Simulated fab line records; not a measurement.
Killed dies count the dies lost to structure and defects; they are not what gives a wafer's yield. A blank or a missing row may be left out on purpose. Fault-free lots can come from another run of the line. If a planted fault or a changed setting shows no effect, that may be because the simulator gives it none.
fab line records    flow ritCmos
record lots=14  wafers=42  lastDay=7
route steps=202 shown SILICIDE@162 M1@202
lots with no fault: from the same line, run without faults
startH: start of the lot's first displayed wafer, in hours after the record's first day    waitH: hours from the lot's prior step to this one    " the same as in the row above    L1.1+2: several wafers, shown together as one row    - no value, or no start was given    * or withheld: withheld    < > ~ a bound
route shown NAME@n: a module of which the file shows steps, and the number in the route of the first    usual: mean and standard deviation over wafers with no fault    same: alike in all rows    chamber/n: place in a boat    sites: each site's reading    _std_site: the standard deviation of these    _edge_site: outer sites' mean less inner sites'    radiusMm: how far each site lies from the wafer's centre    mask NAME#n: copy n    behind: the tool/chamber that last shaped the wafer    hold: why the lot went on hold/how many hours it stayed there/how the hold came to an end    device: the transistor (n, p or np) that didn't switch    end of line: the tests these same wafers got at the end of their route    for a step that has no rows: nothing shown but its recipe    killed: at the first sort, the dies lost to defects and structure; wafer yield is something else    map: per-die view of a wafer (x killed, . not killed, _ where there is no die)
set.NAME: the setting as run; set.NAME@STEP: as run at that earlier step    model.NAME: the simulator's own value behind a step, which no gauge read
one table for each step of the route and one row for each wafer, over a sample of lots
services: the hour from which a tool's chamber was out of use, counted from the record's first day as startH (under 0 if before that day), plus the number of hours and why
## steps
# step RIT_SILICIDE_SPUTTER_01
# recipe material=Ti  targetThkNm=30  powerW=350  chamberPressurePa=0.667  gas=Ar  timeS=240  substrateTempC=25
# usual chamberPressurePa=0.6670/0.0013  throttleValvePct=30.1/0.79
lot.wafer  tool           chamber  startH  waitH  chamberPressurePa  throttleValvePct
L220.3     pvdSputter-02  -        54.98   0.0    0.6663             30.2
L220.5     "              -        "       "      0.6652             31.6
L220.6     "              -        "       "      0.6674             29.8
L221.1     pvdSputter-03  -        60.55   0.0    0.6652             29.1
L221.4     "              -        "       "      0.6683             30.5
L221.6     "              -        "       "      0.6666             29.2
L222.1     pvdSputter-02  -        65.56   0.0    0.6676             31.4
L222.4     "              -        "       "      0.6687             30.3
L222.5     "              -        "       "      0.6647             29.5
L223.1     pvdSputter-03  -        71.56   0.0    0.6665             30.4
L223.2     "              -        "       "      0.6690             30.6
L223.6     "              -        "       "      0.6663             30.7
L225.2     pvdSputter-03  -        80.94   0.0    0.6666             30.1
L225.3     "              -        "       "      0.6674             30.7
L225.6     "              -        "       "      0.6682             30.3
L226.1     pvdSputter-02  -        85.71   0.0    0.6669             31.5
L226.2     "              -        "       "      0.6663             29.9
L226.6     "              -        "       "      0.6659             29.5
L228.2     pvdSputter-02  -        96.25   0.0    0.6681             30.1
L228.4     "              -        "       "      0.6688             30.0
L228.5     "              -        "       "      0.6691             29.7
L230.2     pvdSputter-02  -        106.22  0.0    0.6670             31.5
L230.4     "              -        "       "      0.6669             30.2
L230.6     "              -        "       "      0.6656             29.4
L231.1     pvdSputter-04  -        109.99  0.0    0.6667             29.4
L231.4     "              -        "       "      0.6659             30.7
L231.5     "              -        "       "      0.6677             30.3
L235.1     pvdSputter-04  -        130.91  0.0    0.5960             32.6
L235.2     "              -        "       "      0.6652             30.7
L235.3     "              -        "       "      0.6684             28.8
L236.2     pvdSputter-02  -        137.62  0.0    0.6671             29.9
L236.4     "              -        "       "      0.6650             31.6
L236.6     "              -        "       "      0.6670             31.3
L237.2     pvdSputter-04  -        141.16  0.0    0.5945             32.5
L237.3     "              -        "       "      0.6659             28.8
L237.4     "              -        "       "      0.6692             31.0
L238.4     pvdSputter-02  -        144.43  0.0    0.6652             31.5
L238.5     "              -        "       "      0.6658             31.9
L238.6     "              -        "       "      0.6668             30.4
L242.3     pvdSputter-02  -        166.00  0.0    0.6691             29.5
L242.4     "              -        "       "      0.6667             30.1
L242.5     "              -        "       "      0.6683             29.8
# step RIT_SILICIDE_RS_MEAS_02
# recipe thkMeasGauge=four-point-probe  reads=Ti_of_SILICIDE_SPUTTER_01
# usual SILICIDE_TI_RS=48.0/0.69
lot.wafer  tool          chamber  startH  waitH  SILICIDE_TI_RS[ohm/sq]
L220.3     filmMetro-03  -        55.17   0.1    48.2
L220.5     "             -        "       "      48.6
L220.6     "             -        "       "      48.2
L221.1     filmMetro-02  -        60.70   0.1    47.3
L221.4     "             -        "       "      47.7
L221.6     "             -        "       "      47.0
L222.1     filmMetro-01  -        65.71   0.1    48.3
L222.4     "             -        "       "      48.0
L222.5     "             -        "       "      47.9
L223.1     filmMetro-01  -        71.71   0.1    47.4
L223.2     "             -        "       "      47.6
L223.6     "             -        "       "      47.1
L225.2     filmMetro-03  -        81.11   0.1    48.2
L225.3     "             -        "       "      48.4
L225.6     "             -        "       "      48.7
L226.1     filmMetro-02  -        85.86   0.1    47.9
L226.2     "             -        "       "      47.5
L226.6     "             -        "       "      47.5
L228.2     filmMetro-01  -        96.42   0.1    48.2
L228.4     "             -        "       "      48.4
L228.5     "             -        "       "      48.9
L230.2     filmMetro-02  -        106.39  0.1    48.0
L230.4     "             -        "       "      48.2
L230.6     "             -        "       "      47.8
L231.1     filmMetro-03  -        110.14  0.1    50.0
L231.4     "             -        "       "      49.5
L231.5     "             -        "       "      49.1
L235.1     filmMetro-01  -        131.06  0.1    38.4
L235.2     "             -        "       "      48.3
L235.3     "             -        "       "      48.2
L236.2     filmMetro-03  -        137.79  0.1    47.6
L236.4     "             -        "       "      47.7
L236.6     "             -        "       "      47.5
L237.2     filmMetro-02  -        141.33  0.1    38.0
L237.3     "             -        "       "      47.8
L237.4     "             -        "       "      48.0
L238.4     filmMetro-03  -        144.64  0.1    48.4
L238.5     "             -        "       "      48.1
L238.6     "             -        "       "      48.1
L242.3     filmMetro-02  -        166.19  0.1    47.8
L242.4     "             -        "       "      48.5
L242.5     "             -        "       "      47.6
# step RIT_M1_PROBE_99
# usual killed_at_M0_to_M3=0.0/0.12  killedAtContacts=0.1/0.27  killedAtFrontEnd=7/3.1  killedDies=7/3.1  killedOnRim=1.9/1.5  killedOpen=3.6/2.3  killedShort=3.2/2
# same grossDies=264  killed_at_M4_up=0  killedAtBackSide=0  killedAtOther=0
lot.wafer  tool       chamber  startH  waitH  killed_at_M0_to_M3  killedAtContacts  killedAtFrontEnd  killedDies  killedOnRim  killedOpen  killedShort
L231.1     prober-01  -        117.00  0.1    0                   0                 7                 7           2            3           4
L231.4     prober-01  -        117.15  0.2    0                   0                 9                 9           0            5           4
L231.5     prober-01  -        117.20  0.2    0                   0                 5                 5           0            3           2
# killed by level:class
L231.1 GATE:geometricParticle:short=3 GATE:geometricParticle:open=2 FOX1:geometricParticle:open=1 REOX:geometricParticle:short=1
L231.4 GATE:geometricParticle:open=2 REOX:geometricParticle:open=2 REOX:geometricParticle:short=2 FOX1:geometricParticle:short=1 GATE:geometricParticle:short=1 SPACER:geometricParticle:open=1
L231.5 GATE:geometricParticle:open=2 GATE:geometricParticle:short=2 REOX:geometricParticle:open=1
## services
tool           chamber  startH  hours  kind
pvdSputter-04  -        54.55   1.0    repair
pvdSputter-02  -        90.95   2.2    repair
pvdSputter-03  -        110.27  1.6    repair
pvdSputter-02  -        162.73  1.6    repair
## key
firstSign step=RIT_SILICIDE_SPUTTER_01  reading=chamberPressurePa  direction=down  sigmas=55  usual=0.6670  struck=0.5952
effect step=RIT_SILICIDE_SPUTTER_01  reading=throttleValvePct  direction=up  sigmas=3.1  usual=30.1  struck=32.5
effect step=RIT_SILICIDE_RS_MEAS_02  reading=SILICIDE_TI_RS  direction=down  sigmas=14  usual=48.0  struck=38.2
metAt RIT_SILICIDE_SPUTTER_01
struckLots L235,L237
struckWafers L235.1,L237.2
testerLeftOut L235,L237
onsetBetween 109.99 130.91
fault kind=processParameterDrift  tool=pvdSputter-04  chamber=-  onsetH=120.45  steps=RIT_SILICIDE_SPUTTER_01  channel=chamberPressurePa  offset=-0.073986  shape=step  endH=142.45  actsIn=theseRecipesOnly  stated=0.667  scope=struckWafersOnly
# testerLeftOut: of these lots the tester's yield and bins aren't shown, on N5 and GAA mostly nor the transistor test; their killed dies are dies lost to structure and defects alone, not to doping, threshold or leakage, so they don't give the yield
